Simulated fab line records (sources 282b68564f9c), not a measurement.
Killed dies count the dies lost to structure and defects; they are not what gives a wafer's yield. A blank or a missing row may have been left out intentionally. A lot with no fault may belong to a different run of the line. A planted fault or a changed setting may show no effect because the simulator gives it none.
8D (eight disciplines) problem report, filled in by code	flow ritCmos	the parts of the form that need people (team, actions taken, sign-off) are left out

1. THE ISSUE
Mean of developerTempC at RIT_GATE_DEVELOP_15: 23.69 C across 6 wafers in 2 lots; on wafers with no fault it is 22.98 C (standard deviation 0.087). That puts it +8.1 standard deviations away from the usual mean.
The step: develop time 50 s.
Earliest sighting: wafer L880.1 on lithoTrack-01 at day 6 16:00. The record has a number at this step for 42 wafers belonging to 14 lots. The rule behind "out" and "out of limits": a value lying over 4 standard deviations away from the usual mean. Any other wafer with a number is counted as sound.

2. WHAT IT IS, WHAT IT ISN'T
question	is	is not
which readings at this step	developerTempC	-
which lots	L880, L881	L861, L862, L863, L864, L865, L866, L867, L868, L869, L870, L871, L883
which wafers of those lots	all that have a number	-
read on which tools	lithoTrack-01	lithoTrack-02, lithoTrack-03
when	from day 6 16:00	up to then (33 sound wafers); but 3 sound wafers of L883 came after

3. THE SUSPECTS, EACH WITH WHAT RULES IT OUT
Counting: a tool at any process step up to the reading remains a suspect when it ran all the lots that are out and ran no sound lot after the first of those.
- lithoTrack-01 at RIT_GATE_DEVELOP_15 (develop time 50 s): kept. All lots that are out passed through it, beginning with L880 at day 6 16:00, and no sound lot followed; its final sound lot before that point was L871 at day 4 23:00. On those wafers its own readings are out: developerTempC.
Left after counting: lithoTrack-01 at RIT_GATE_DEVELOP_15.

4. THE CAUSE (what the simulator had put in)
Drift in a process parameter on lithoTrack-01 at RIT_GATE_DEVELOP_15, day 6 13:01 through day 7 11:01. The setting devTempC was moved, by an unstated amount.
After counting, this tool was the only one left.

5. THE CHAIN OF EFFECTS, in route order
Each row: a reading where the mean over the struck wafers with a number is more than 3 standard deviations away from the usual. Readings are gone through only where the record gives a usual standard deviation; hours: the median, over the lots, of the time from a lot's start at the first step in this table giving one to that lot's start at this step; sigmas: the change measured in usual standard deviations.
hours	step	reading	usual	on struck wafers	change	sigmas
0	RIT_GATE_DEVELOP_15	developerTempC	22.98 C	23.69	+0.71	+8.1
Here are the process steps it includes:
- RIT_GATE_DEVELOP_15: develop time 50 s.
Later measuring or inspecting steps at which every struck wafer that the step has a row for has a number for every such reading, and none has moved that far: RIT_GATE_CD_MEAS_16, RIT_SDANNEAL_RS_MEAS_07.

6. HOW IT WOULD HAVE BEEN CAUGHT EARLIER
3 hours passed between the start of the fault at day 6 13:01 and the first reading out of limits in this record, taken at day 6 16:00.
